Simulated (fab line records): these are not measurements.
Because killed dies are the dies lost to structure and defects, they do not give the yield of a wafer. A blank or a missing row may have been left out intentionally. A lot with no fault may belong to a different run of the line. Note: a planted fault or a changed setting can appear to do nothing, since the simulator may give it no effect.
Split-lot study | flow berkeley_cmos170 | 5 lots, 23 wafers read, on a route of 331 steps

== ABOUT THE SPLIT ==
At UCB170_PFIELD_COAT_01 (resist thk 900 nm), the setting spin_rpm was moved away from the recipe's 1500 rpm on 8 of the 23 wafers read, by -7.4% to +6.7%. For the rest of the wafers, this setting stayed at what the recipe calls for.

The reading is taken at the split's own step.

== THE READING ==
KrF_of_PFIELD_COAT_01.thk_nm (the simulator's own value, which no gauge read), in nm, at UCB170_PFIELD_COAT_01 (resist thk 900 nm). There is no usual value for it anywhere in the file. Average 900.0 nm, standard deviation 2.8 nm, over the 15 wafers here run with the recipe.

wafer  | tool, chamber at the split | spin_rpm as run, rpm | against the recipe | KrF_of_PFIELD_COAT_01.thk_nm, nm | against lot-mates on the recipe
L075.1 | litho_track-04, 0          | 1463                 | -2.5%              | 914.4                            | +11.0
L075.2 | litho_track-04, 0          | 1463                 | -2.5%              | 914.2                            | +10.8
L075.3 | litho_track-04, 0          | 1500                 | recipe             | 902.7                            | -
L075.4 | litho_track-04, 0          | 1463                 | -2.5%              | 912.4                            | +9.0
L075.5 | litho_track-04, 0          | 1500                 | recipe             | 904.1                            | -
L077.2 | litho_track-01, 0          | 1600                 | +6.7%              | 872.7                            | -27.9
L077.3 | litho_track-01, 0          | 1600                 | +6.7%              | 870.2                            | -30.4
L077.4 | litho_track-01, 0          | 1500                 | recipe             | 899.7                            | -
L077.5 | litho_track-01, 0          | 1500                 | recipe             | 899.7                            | -
L077.6 | litho_track-01, 0          | 1500                 | recipe             | 902.5                            | -
L081.1 | litho_track-01, 0          | 1500                 | recipe             | 895.5                            | -
L081.2 | litho_track-01, 0          | 1500                 | recipe             | 899.1                            | -
L081.3 | litho_track-01, 0          | 1500                 | recipe             | 897.4                            | -
L085.1 | litho_track-01, 0          | 1389                 | -7.4%              | 930.5                            | +35.1
L085.2 | litho_track-01, 0          | 1500                 | recipe             | 896.2                            | -
L085.3 | litho_track-01, 0          | 1500                 | recipe             | 894.5                            | -
L085.4 | litho_track-01, 0          | 1389                 | -7.4%              | 931.1                            | +35.8
L085.5 | litho_track-01, 0          | 1389                 | -7.4%              | 930.9                            | +35.5
L083.1 | litho_track-02, 0          | 1500                 | recipe             | 902.7                            | -
L083.2 | litho_track-02, 0          | 1500                 | recipe             | 900.5                            | -
L083.3 | litho_track-02, 0          | 1500                 | recipe             | 901.6                            | -
L083.5 | litho_track-02, 0          | 1500                 | recipe             | 902                              | -
L083.6 | litho_track-02, 0          | 1500                 | recipe             | 901.3                            | -

THE FIT
A straight line over all 23 wafers: KrF_of_PFIELD_COAT_01.thk_nm changes by -4.28 nm for each +1% of spin_rpm; r = -0.98; the points scatter about the line by 2.7 nm.
The same after taking each lot's own level away (the mean of its wafers on the recipe; 23 wafers): -4.61 nm for each +1%; r = -1.00; scatter 1.3 nm.
That fit puts the effect of the largest move of spin_rpm on the reading at 34 nm.
The span of the lots' own levels, 895.35 to 903.40 nm, comes to 2.9 times the standard deviation stated above.
The two slopes are in agreement: the lot-to-lot level therefore moves the slope only a little.
Check: for one of the wafers moved furthest among these (-7.4%), held out of the fit, the line's prediction against its lot-mates is +34 nm. It came out at +35.1 nm against them.

== THE OTHER SPLITS THESE WAFERS WENT THROUGH ==
These wafers also went through other splits before the reading. Each is held against what the fit with the lots' levels taken away leaves over:
other split on the same wafers          | wafers away from the commonest value | r with KrF_of_PFIELD_COAT_01.thk_nm (lot level and that fit taken away)
UCB170_ZERO_COAT_01 resist_thk_nm       | 8                                    | +0.04
UCB170_ZERO_ETCH_06 over_etch_frac      | 5                                    | -0.28
UCB170_NWELL_PEB_10 peb_temp_c          | 8                                    | +0.02
UCB170_PWELL_CVD_05 temp_c              | 10                                   | -0.32
UCB170_WELLDRIVE_OXIDATION_01 ox_time_s | 15                                   | +0.42
UCB170_ACTIVE_COAT_08 resist_thk_nm     | 8                                    | +0.18

== THE WHOLE CHAIN: every reading that the file lists as answering this split, in the file's order ==
step                   | what it does      | reading                                                                       | change (the file's fit)              | r (the file's)
UCB170_PFIELD_COAT_01  | resist thk 900 nm | KrF_of_PFIELD_COAT_01.thk_nm (the simulator's own value, which no gauge read) | -4.58 nm for each +1% of the setting | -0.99
UCB170_PFIELD_STRIP_08 | strips in O2      | strip_time_to_endpoint_s                                                      | withheld for each +1% of the setting | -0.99

== THE FILE'S OWN FIT ==
KrF_of_PFIELD_COAT_01.thk_nm changes by -4.58 nm for each +1% of spin_rpm, r = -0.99.
